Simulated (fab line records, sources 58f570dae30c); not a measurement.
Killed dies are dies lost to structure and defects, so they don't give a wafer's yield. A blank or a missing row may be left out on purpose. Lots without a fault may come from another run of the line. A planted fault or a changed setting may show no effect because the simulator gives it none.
Which tool did it? | flow berkeley_cmos170 | 14 lots, 42 wafers sampled, at 3 steps of a route of 331

WHAT THE GAUGES READ, wafer by wafer
UCB170_SILICIDE_RS_MEAS_02: measures by four-point-probe. Usual: SILICIDE_TI_RS 26.1 ohm/sq, standard deviation 0.31.
lot  | measured     | on            | SILICIDE_TI_RS (ohm/sq)       | flag
L678 | day 8 02:01  | film_metro-04 | 26.4 26.5 26.6                |
L677 | day 8 02:12  | film_metro-03 | 26.1 26.2 25.9                |
L681 | day 9 02:29  | film_metro-04 | 26.3 25.9 26.1                |
L679 | day 9 02:44  | film_metro-03 | 26.4 26.3 26.6                |
L680 | day 9 03:01  | film_metro-04 | 26.5 26.0 26.5                |
L683 | day 9 12:01  | film_metro-01 | 26.1 26.0 26.4                |
L684 | day 10 11:45 | film_metro-04 | 26.1 26.4 26.1                |
L687 | day 10 19:24 | film_metro-04 | 26.1 26.1 26.2                |
L689 | day 10 19:35 | film_metro-04 | 26.0 26.0 26.0                |
L688 | day 10 19:55 | film_metro-03 | 25.8 26.0 26.1                |
L686 | day 10 19:59 | film_metro-01 | 27.4 27.1 27.3 27.6 27.3 27.5 | OFF
L690 | day 11 15:50 | film_metro-04 | 26.3 26.7 26.4                |
L695 | day 12 00:54 | film_metro-01 | 27.8 28.0 27.8 28.1 28.3 28.1 | OFF
L697 | day 12 16:18 | film_metro-01 | 26.0 25.8 25.8                |

UCB170_SILICIDE_THK_MEAS_03: measures by xrf. Usual: SILICIDE_TI_THK 30.5 nm, standard deviation 0.34.
lot  | measured     | on            | SILICIDE_TI_THK (nm)          | flag
L678 | day 8 02:08  | film_metro-04 | 30.1 30.0 29.9                |
L677 | day 8 02:19  | film_metro-03 | 30.3 30.4 30.7                |
L681 | day 9 02:35  | film_metro-04 | 30.3 30.8 30.6                |
L679 | day 9 02:50  | film_metro-03 | 30.1 30.1 29.9                |
L680 | day 9 03:08  | film_metro-04 | 30.2 30.8 30.2                |
L683 | day 9 12:07  | film_metro-01 | 30.3 30.5 30.1                |
L684 | day 10 11:52 | film_metro-04 | 30.6 30.4 30.5                |
L687 | day 10 19:31 | film_metro-04 | 30.7 30.7 30.4                |
L689 | day 10 19:43 | film_metro-04 | 30.9 30.8 30.6                |
L688 | day 10 20:01 | film_metro-03 | 31.0 30.7 30.6                |
L686 | day 10 23:50 | film_metro-01 | 29.2 29.6 29.4                | OFF
L690 | day 11 15:56 | film_metro-04 | 30.2 29.8 30.1                |
L695 | day 12 02:37 | film_metro-01 | 29.1 28.8 29.0 29.0 28.8 28.9 | OFF
L697 | day 12 16:25 | film_metro-01 | 30.7 31.0 31.0                |

WHICH TOOL RAN EACH LOT (tool, then ch and the chambers of the sampled wafers, then the start)
lot  | UCB170_SILICIDE_SPUTTER_01
L678 | pvd_sputter-03, day 8 01:58
L677 | pvd_sputter-01, day 8 02:09
L681 | pvd_sputter-01, day 9 02:25
L679 | pvd_sputter-04, day 9 02:40
L680 | pvd_sputter-03, day 9 02:59
L683 | pvd_sputter-01, day 9 11:58
L684 | pvd_sputter-03, day 10 11:42
L687 | pvd_sputter-04, day 10 19:22
L689 | pvd_sputter-04, day 10 19:34
L688 | pvd_sputter-01, day 10 19:45
L686 | pvd_sputter-04, day 10 19:56
L690 | pvd_sputter-03, day 11 15:47
L695 | pvd_sputter-04, day 12 00:50
L697 | pvd_sputter-01, day 12 16:16
- UCB170_SILICIDE_SPUTTER_01: material Ti, target thk 30 nm, time 25 s.

WHAT THE TOOLS THEMSELVES READ (means of the sampled wafers that have a number; where no wafer has one, the mark that the record gives instead)
UCB170_SILICIDE_SPUTTER_01. Usual: throttle_valve_pct 29.7 %, standard deviation 1.5.
lot  | tool           | throttle_valve_pct (%) | flag
L678 | pvd_sputter-03 | 29.6                   |
L677 | pvd_sputter-01 | 30.5                   |
L681 | pvd_sputter-01 | 30.0                   |
L679 | pvd_sputter-04 | 29.6                   |
L680 | pvd_sputter-03 | 29.5                   |
L683 | pvd_sputter-01 | 28.9                   |
L684 | pvd_sputter-03 | 29.7                   |
L687 | pvd_sputter-04 | 29.8                   |
L689 | pvd_sputter-04 | 29.8                   |
L688 | pvd_sputter-01 | 30.1                   |
L686 | pvd_sputter-04 | 30.1                   |
L690 | pvd_sputter-03 | 28.8                   |
L695 | pvd_sputter-04 | 29.8                   |
L697 | pvd_sputter-01 | 30.5                   |

THE ANSWER, worked out from the rows above alone
Rule: a lot is off if the mean of its wafers that have a number lies more than 3 standard deviations from the usual mean. A lot without any number at a reading at which 4 lots or more have one is off too. The other lots that the step has rows for count as sound. The gauges are gone through in route order, then the tools' own readings, and for those a lot's mean is taken as printed above. The first step at which some lot is off is used, and at that step the reading that is off furthest; a lot without a number counts as furthest.
Off: L686, L695, at UCB170_SILICIDE_RS_MEAS_02 (SILICIDE_TI_RS).
A tool fits if, at a process step before that reading, it ran every lot that is off, and no sound lot after the first of them. The gauges at UCB170_SILICIDE_RS_MEAS_02 are tried like those tools. One fits: pvd_sputter-04 at UCB170_SILICIDE_SPUTTER_01. Its last sound lot is L689 (day 10 19:34), its first lot that is off L686 (day 10 19:56): a fault that began between those two fits.

WHAT THE SIMULATOR HAD PUT IN
Process parameter drift: pvd_sputter-04, from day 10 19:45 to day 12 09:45, at UCB170_SILICIDE_SPUTTER_01. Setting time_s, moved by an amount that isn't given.
Lots struck among those shown: L686, L695. The rule above found the same.
